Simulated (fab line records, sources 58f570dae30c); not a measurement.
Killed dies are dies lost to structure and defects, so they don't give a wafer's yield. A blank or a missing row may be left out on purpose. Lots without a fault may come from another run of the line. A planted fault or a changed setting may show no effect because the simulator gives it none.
One fault seen from 2 desks | flow berkeley_cmos170 | each desk has only its own numbers; what lay behind them comes last

THE TOOL OWNER'S DESK: rie_diel-04
The tool's own readings at UCB170_SPACER_ETCHBACK_03 (etches SiO2 in CHF3/CF4/Ar, stops on Si, target depth 376 nm, time 100 s): means of the sampled wafers that have a number, for each lot that ran on this tool. A lot is out of limits, marked OUT, if its mean lies more than 4 standard deviations from the usual mean; the brackets give that distance.
Columns: A = chamber_pressure_mTorr at UCB170_SPACER_ETCHBACK_03, usual 200.03 mTorr; B = drypump_motor_current_A at UCB170_SPACER_ETCHBACK_03, usual 5.8 A; C = oes_product_au at UCB170_SPACER_ETCHBACK_03, usual 0.902 a.u.; D = throttle_valve_pct at UCB170_SPACER_ETCHBACK_03, usual 6.45 %
lot  | first seen here | A      | B   | C     | D
L516 | day 7 04:52     | 200.04 | 5.6 | 0.903 | 6.39
L526 | day 9 09:16     | 199.94 | 5.8 | 0.834 | 6.31
L530 | day 9 23:57     | 199.82 | 5.8 | 0.852 | 6.32
This desk's finding: nothing out of limits on any of the 3 lots.

THE METROLOGY DESK
What the gauges read, lot by lot, whatever tool the lot ran on: means of the sampled wafers that have a number. A lot is out of limits, marked OUT, if its mean lies more than 4 standard deviations from the usual mean; the brackets give that distance.
Columns: A = cd_nm at UCB170_NLDD_CD_MEAS_06, usual 1200.1 nm; B = NLDD_OVL at UCB170_NLDD_OVL_MEAS_07, usual 1 nm; C = NLDD_TW at UCB170_NLDD_TW_MEAS_11, usual 2213; D = SPACER_TEOS_THK at UCB170_SPACER_THK_MEAS_01, usual 375 nm
lot  | first seen here | A      | B  | C    | D
L516 | day 7 00:20     | 1201.2 | -5 | 2219 | 372
L521 | day 7 17:35     | 1200.2 | 3  | 2228 | 372
L526 | day 9 02:55     | 1200.7 | 9  | 2221 | 379
L530 | day 9 17:31     | 1198.6 | -0 | 2232 | 374
L536 | day 10 10:14    | 1198.6 | 4  | 2207 | 379
L535 | day 10 10:55    | 1201.8 | 5  | 2215 | 375
This desk's finding: nothing out of limits on any of the 6 lots.

PUT TOGETHER
The tool owner's desk saw nothing out of limits.
The metrology desk saw nothing out of limits.

WHAT THE SIMULATOR HAD PUT IN
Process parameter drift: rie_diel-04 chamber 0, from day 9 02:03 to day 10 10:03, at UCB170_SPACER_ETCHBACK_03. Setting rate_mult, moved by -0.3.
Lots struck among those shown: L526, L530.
